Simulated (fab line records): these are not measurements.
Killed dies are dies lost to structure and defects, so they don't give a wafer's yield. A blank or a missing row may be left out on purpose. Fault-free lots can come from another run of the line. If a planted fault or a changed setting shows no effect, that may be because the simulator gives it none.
Check of tool commonality / flow berkeley cmos170 / Sampled: 15 lots, 54 wafers

## THE REASON FOR OPENING IT
UCB170_V2_THK_MEAS_04, reading V2_POLISHED_THK: flagged on 3 of 15 lots. Fault-free wafers read 1000.3 nm, with a standard deviation of 1.4.
Rule: a lot is flagged when every wafer of it that has a number lies more than 4 standard deviations from that mean, or none has a number. The other lots count as sound.

lot=L525; measured=day 8 22:30; on=film metro-02; V2_POLISHED_THK (nm), wafer by wafer=1002.6 1000.4 1001.0; flag=
lot=L526; measured=day 8 23:47; on=film metro-04; V2_POLISHED_THK (nm), wafer by wafer=999.4 1002.0 1001.4; flag=
lot=L527; measured=day 9 00:26; on=film metro-03; V2_POLISHED_THK (nm), wafer by wafer=998.5 1000.9 999.9; flag=
lot=L529; measured=day 9 22:16; on=film metro-02; V2_POLISHED_THK (nm), wafer by wafer=998.4 1001.7 1003.5; flag=
lot=L530; measured=day 10 15:39; on=film metro-04; V2_POLISHED_THK (nm), wafer by wafer=1003.5 999.6 1001.8; flag=
lot=L531; measured=day 10 17:05; on=film metro-02; V2_POLISHED_THK (nm), wafer by wafer=997.9 998.6 998.9; flag=
lot=L533; measured=day 11 06:08; on=film metro-04; V2_POLISHED_THK (nm), wafer by wafer=998.9 999.3 1000.1; flag=
lot=L534; measured=day 11 12:42; on=film metro-03; V2_POLISHED_THK (nm), wafer by wafer=999.3 1000.1 997.9; flag=
lot=L535; measured=day 12 06:47; on=film metro-04; V2_POLISHED_THK (nm), wafer by wafer=998.7 997.9 1000.4; flag=
lot=L538; measured=day 12 09:54; on=film metro-02; V2_POLISHED_THK (nm), wafer by wafer=1075.2 1073.6 1074.8 1074.6 1073.8 1074.6; flag=FLAGGED
lot=L536; measured=day 12 11:07; on=film metro-03; V2_POLISHED_THK (nm), wafer by wafer=1075.6 1076.3 1074.1 1075.1 1075.8 1073.4; flag=FLAGGED
lot=L539; measured=day 13 01:50; on=film metro-03; V2_POLISHED_THK (nm), wafer by wafer=1075.4 1075.0 1075.1 1076.0 1076.2 1075.8; flag=FLAGGED
lot=L544; measured=day 13 16:01; on=film metro-02; V2_POLISHED_THK (nm), wafer by wafer=999.5 998.2 999.1; flag=
lot=L548; measured=day 14 04:02; on=film metro-03; V2_POLISHED_THK (nm), wafer by wafer=1001.2 1000.7 999.5; flag=
lot=L546; measured=day 14 06:17; on=film metro-02; V2_POLISHED_THK (nm), wafer by wafer=998.7 1000.1 998.2; flag=
The numbers of the flagged lots are 1075.0 nm on average: +74.7 nm against the usual, or +53 standard deviations.

## WHICH TOOL EACH LOT WENT THROUGH
The record holds 1 process step before the reading, out of a route of 331 steps. In each cell: the tool, then ch and the chambers that the sampled wafers went through, then the start.
lot=L525; flag=; UCB170_V2_CMP_02=cmp-01 ch 0,1, day 8 22:05
lot=L526; flag=; UCB170_V2_CMP_02=cmp-02 ch 0,2,3, day 8 23:22
lot=L527; flag=; UCB170_V2_CMP_02=cmp-02 ch 0,1,3, day 9 00:01
lot=L529; flag=; UCB170_V2_CMP_02=cmp-01 ch 0,2,3, day 9 21:56
lot=L530; flag=; UCB170_V2_CMP_02=cmp-01 ch 1,2, day 10 15:16
lot=L531; flag=; UCB170_V2_CMP_02=cmp-02 ch 1,2,3, day 10 16:43
lot=L533; flag=; UCB170_V2_CMP_02=cmp-02 ch 0,3, day 11 05:43
lot=L534; flag=; UCB170_V2_CMP_02=cmp-02 ch 1,2, day 11 12:16
lot=L535; flag=; UCB170_V2_CMP_02=cmp-01 ch 1,2, day 12 06:22
lot=L538; flag=FLAGGED; UCB170_V2_CMP_02=cmp-02 ch 1,2,3, day 12 07:18
lot=L536; flag=FLAGGED; UCB170_V2_CMP_02=cmp-02 ch 0,1,2, day 12 06:13
lot=L539; flag=FLAGGED; UCB170_V2_CMP_02=cmp-02 ch 0,1,2, day 12 22:49
lot=L544; flag=; UCB170_V2_CMP_02=cmp-01 ch 1,2, day 13 15:36
lot=L548; flag=; UCB170_V2_CMP_02=cmp-01 ch 1,2,3, day 14 03:40
lot=L546; flag=; UCB170_V2_CMP_02=cmp-01 ch 2,3, day 14 05:52
These steps, and what they do:
- UCB170_V2_CMP_02: polishes SiO2.
- UCB170_V2_THK_MEAS_04

## FLAGGED AGAINST TOTAL, ONE TOOL AT A TIME (gauges that did the reading follow at the end)
step=UCB170_V2_CMP_02; tool=cmp-01; lots run=7; flagged=0; share of the flagged lots=none; sound lots run after its first flagged lot=-
step=UCB170_V2_CMP_02; tool=cmp-02; lots run=8; flagged=3; share of the flagged lots=all; sound lots run after its first flagged lot=0
step=UCB170_V2_THK_MEAS_04; tool=film metro-02; lots run=6; flagged=1; share of the flagged lots=some; sound lots run after its first flagged lot=2 (L544,L546)
step=UCB170_V2_THK_MEAS_04; tool=film metro-03; lots run=5; flagged=2; share of the flagged lots=some; sound lots run after its first flagged lot=1 (L548)
step=UCB170_V2_THK_MEAS_04; tool=film metro-04; lots run=4; flagged=0; share of the flagged lots=none; sound lots run after its first flagged lot=-

## THE TABLE: WHAT IT ALLOWS
1 row of the table ran every flagged lot: cmp-02 at UCB170_V2_CMP_02.
- cmp-02 at UCB170_V2_CMP_02: 3 of its 8 lots flagged. It ran its last sound lot, L534, at day 11 12:16 and its first flagged lot, L536, at day 12 06:13: a fault with its onset between the two fits.
Left over: one tool, cmp-02 at UCB170_V2_CMP_02.

## WHAT HAD BEEN PUT IN BY THE SIMULATOR
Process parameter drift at UCB170_V2_CMP_02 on cmp-02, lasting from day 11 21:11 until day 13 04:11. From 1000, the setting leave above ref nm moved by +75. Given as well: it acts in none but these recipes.
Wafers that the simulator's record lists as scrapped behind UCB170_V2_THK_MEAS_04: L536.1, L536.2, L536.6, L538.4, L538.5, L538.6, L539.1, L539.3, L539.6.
Struck lots among those shown: L538, L536, L539. The rule above found the same.
